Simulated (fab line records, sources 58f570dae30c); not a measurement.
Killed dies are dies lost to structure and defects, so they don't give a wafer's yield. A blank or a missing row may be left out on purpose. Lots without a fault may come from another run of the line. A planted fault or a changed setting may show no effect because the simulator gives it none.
Which tool did it? | flow berkeley_cmos170 | 14 lots, 42 wafers sampled, at 5 steps of a route of 331

WHAT THE GAUGES READ, wafer by wafer
UCB170_ACTIVE_THK_MEAS_06.
lot  | measured    | on            | ACTIVE_NITRIDE_THK (nm)
L287 | day 5 16:32 | film_metro-01 | 219.3 220.1 222.2
L288 | day 5 16:37 | film_metro-03 | 221.0 220.6 219.5
L291 | day 5 16:36 | film_metro-01 | 223.4 222.3 222.8
L289 | day 5 16:41 | film_metro-01 | 221.0 219.6 219.6
L294 | day 6 10:02 | film_metro-03 | 220.1 220.7 221.4
L293 | day 6 10:01 | film_metro-01 | 218.9 217.7 217.8
L292 | day 6 10:04 | film_metro-03 | 216.6 217.7 216.1
L295 | day 6 21:03 | film_metro-01 | 218.8 219.0 220.3
L296 | day 6 21:03 | film_metro-02 | 220.8 219.3 220.9
L301 | day 7 20:23 | film_metro-03 | 221.1 219.6 219.9
L302 | day 8 10:52 | film_metro-02 | 222.8 223.4 222.2
L306 | day 8 22:18 | film_metro-01 | 224.6 224.9 223.7
L307 | day 9 05:49 | film_metro-02 | 220.2 220.0 220.9
L308 | day 9 05:51 | film_metro-03 | 220.5 220.1 220.7

UCB170_ACTIVE_CD_MEAS_13: target cd 1200 nm.
lot  | measured    | on        | cd_nm (nm)
L287 | day 5 17:46 | cd_sem-01 | 1202.7 1202.5 1201.5
L288 | day 5 18:03 | cd_sem-02 | 1200.7 1197.9 1198.2
L291 | day 5 17:53 | cd_sem-01 | 1199.5 1200.0 1199.6
L289 | day 5 18:31 | cd_sem-01 | 1198.7 1200.1 1199.7
L294 | day 6 11:36 | cd_sem-02 | 1200.0 1200.1 1200.2
L293 | day 6 11:56 | cd_sem-02 | 1200.0 1201.1 1201.7
L292 | day 6 12:17 | cd_sem-02 | 1201.2 1201.5 1201.0
L295 | day 6 22:38 | cd_sem-02 | 1202.7 1203.0 1202.2
L296 | day 6 22:53 | cd_sem-02 | 1198.6 1197.7 1198.5
L301 | day 7 22:05 | cd_sem-02 | 1202.3 1201.7 1201.2
L302 | day 8 12:36 | cd_sem-02 | 1199.1 1200.1 1199.9
L306 | day 9 00:47 | cd_sem-02 | 1201.4 1199.4 1202.3
L307 | day 9 09:28 | cd_sem-02 | 1198.3 1198.4 1199.1
L308 | day 9 09:32 | cd_sem-02 | 1201.2 1199.7 1200.6

UCB170_ACTIVE_CD_MEAS_90: target cd 1200 nm.
lot  | measured    | on        | cd_nm (nm)
L287 | day 5 18:10 | cd_sem-02 | 1202.4 1202.2 1200.9
L288 | day 5 18:25 | cd_sem-02 | 1200.5 1197.9 1198.2
L291 | day 5 18:17 | cd_sem-02 | 1199.6 1199.9 1199.4
L289 | day 5 18:56 | cd_sem-02 | 1199.2 1200.2 1199.2
L294 | day 6 12:13 | cd_sem-02 | 1200.2 1200.1 1200.0
L293 | day 6 12:32 | cd_sem-02 | 1199.5 1200.9 1201.9
L292 | day 6 12:46 | cd_sem-02 | 1201.3 1201.3 1201.1
L295 | day 6 23:14 | cd_sem-02 | 1203.0 1203.1 1201.8
L296 | day 6 23:22 | cd_sem-02 | 1198.3 1197.2 1198.0
L301 | day 7 22:34 | cd_sem-02 | 1202.4 1201.5 1201.1
L302 | day 8 13:00 | cd_sem-02 | 1199.3 1200.0 1199.9
L306 | day 9 01:11 | cd_sem-02 | 1201.2 1199.2 1202.8
L307 | day 9 10:26 | cd_sem-02 | 1198.6 1198.5 1199.2
L308 | day 9 10:37 | cd_sem-02 | 1201.1 1200.3 1200.3

WHICH TOOL RAN EACH LOT (tool, then ch and the chambers of the sampled wafers, then the start)
lot  | UCB170_PWELL_ETCH_14              | UCB170_PWELL_STRIP_16
L287 | rie_diel-01 ch 0,2,3, day 4 07:30 | plasma_asher-01 ch 0,1, day 4 07:45
L288 | rie_diel-02 ch 0,2, day 4 07:34   | plasma_asher-03 ch 1, day 4 07:52
L291 | rie_diel-04 ch 0,1,3, day 4 13:20 | plasma_asher-01 ch 0,1, day 4 13:35
L289 | rie_diel-02 ch 0,1,3, day 4 13:40 | plasma_asher-04 ch 0,1, day 4 13:57
L294 | rie_diel-04 ch 1,2, day 4 23:07   | plasma_asher-03 ch 0,1, day 4 23:24
L293 | rie_diel-01 ch 0,3, day 4 23:23   | plasma_asher-01 ch 0,1, day 4 23:38
L292 | rie_diel-02 ch 2,3, day 4 23:34   | plasma_asher-04 ch 0,1, day 4 23:49
L295 | rie_diel-02 ch 0,1,3, day 5 14:42 | plasma_asher-03 ch 0,1, day 5 14:59
L296 | rie_diel-01 ch 0,2,3, day 5 14:58 | plasma_asher-01 ch 0,1, day 5 15:16
L301 | rie_diel-02 ch 2,3, day 6 16:49   | plasma_asher-04 ch 0,1, day 6 17:04
L302 | rie_diel-02 ch 0,3, day 7 00:19   | plasma_asher-01 ch 0,1, day 7 00:35
L306 | rie_diel-01 ch 0,1,2, day 7 15:08 | plasma_asher-04 ch 0,1, day 7 15:23
L307 | rie_diel-01 ch 0,1,2, day 7 22:40 | plasma_asher-03 ch 0,1, day 7 22:57
L308 | rie_diel-04 ch 1,2, day 7 22:42   | plasma_asher-01 ch 0,1, day 7 22:57
- UCB170_PWELL_ETCH_14: etches Si3N4 in CH3F/Ar/O2, stops on SiO2, target depth 242 nm, time 151 s.
- UCB170_PWELL_STRIP_16: strips in O2.

WHAT THE TOOLS THEMSELVES READ (means of the sampled wafers that have a number; where no wafer has one, the mark that the record gives instead)
UCB170_PWELL_ETCH_14.
lot  | tool        | drypump_motor_current_A (A) | oes_product_au (a.u.) | throttle_valve_pct (%)
L287 | rie_diel-01 | 5.7                         | 0.919                 | 8.00
L288 | rie_diel-02 | 5.4                         | 0.931                 | 8.21
L291 | rie_diel-04 | 5.7                         | 0.959                 | 8.05
L289 | rie_diel-02 | 5.6                         | 0.941                 | 8.10
L294 | rie_diel-04 | 5.7                         | 0.944                 | 7.97
L293 | rie_diel-01 | 5.6                         | 0.929                 | 7.99
L292 | rie_diel-02 | 6.1                         | 0.925                 | 8.07
L295 | rie_diel-02 | 5.6                         | 0.948                 | 8.11
L296 | rie_diel-01 | 5.7                         | 0.923                 | 8.00
L301 | rie_diel-02 | 6.0                         | 0.785                 | 8.00
L302 | rie_diel-02 | 5.3                         | 0.783                 | 8.14
L306 | rie_diel-01 | 5.8                         | 0.938                 | 7.95
L307 | rie_diel-01 | 5.8                         | 0.938                 | 7.95
L308 | rie_diel-04 | 5.7                         | 0.947                 | 7.99

UCB170_PWELL_STRIP_16.
lot  | tool            | drypump_motor_current_A (A) | oes_product_au (a.u.) | strip_time_to_endpoint_s (s)
L287 | plasma_asher-01 | 6.09                        | 0.721                 | 18.19
L288 | plasma_asher-03 | 5.44                        | 0.723                 | 18.02
L291 | plasma_asher-01 | 6.12                        | 0.724                 | 18.05
L289 | plasma_asher-04 | 6.22                        | 0.723                 | 18.09
L294 | plasma_asher-03 | 5.91                        | 0.722                 | 18.07
L293 | plasma_asher-01 | 6.10                        | 0.719                 | 18.09
L292 | plasma_asher-04 | 6.20                        | 0.720                 | 18.15
L295 | plasma_asher-03 | 5.95                        | 0.720                 | 18.16
L296 | plasma_asher-01 | 6.11                        | 0.721                 | 18.12
L301 | plasma_asher-04 | 6.33                        | 0.720                 | 19.49
L302 | plasma_asher-01 | 6.10                        | 0.724                 | 19.38
L306 | plasma_asher-04 | 6.21                        | 0.721                 | 18.13
L307 | plasma_asher-03 | 5.69                        | 0.722                 | 18.11
L308 | plasma_asher-01 | 6.13                        | 0.721                 | 18.14

THE ANSWER, worked out from the rows above alone
Rule: what is usual is taken from the lots themselves. Put in order of their means at a reading, lots are off if they are a third of the lots or fewer, leave a main group of 4 or more, and stand apart from it by a gap of 3 or more times the standard deviation of the main group's means; of several such gaps the widest counts. A main group whose means are all the same, to the digits that the tables above print for the reading, isn't used. A lot without any number at a reading at which 4 lots or more have one is off too. The other lots that the step has rows for count as sound. The gauges are gone through in route order, then the tools' own readings, and for those a lot's mean is taken as printed above. The first step at which some lot is off is used, and at that step the reading that is off furthest; a lot without a number counts as furthest.
Off: L301, L302, at UCB170_PWELL_ETCH_14 (oes_product_au). The main group: mean 0.937 a.u., standard deviation 0.011.
A tool fits if, at that step or a process step before it, it ran every lot that is off, and no sound lot after the first of them. One fits: rie_diel-02 at UCB170_PWELL_ETCH_14. Its last sound lot is L295 (day 5 14:42), its first lot that is off L301 (day 6 16:49): a fault that began between those two fits.
The tool's own readings at UCB170_PWELL_ETCH_14 bear it out: on the lots that are off they differ by more than 5 times the standard deviation of the sound lots' means. oes_product_au reads 0.784 a.u. there against 0.937 a.u. on the sound lots.

WHAT THE SIMULATOR HAD PUT IN
Process parameter drift: rie_diel-02, from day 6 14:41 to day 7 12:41, at UCB170_PWELL_ETCH_14. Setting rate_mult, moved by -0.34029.
Lots struck among those shown: L301, L302. The rule above found the same.
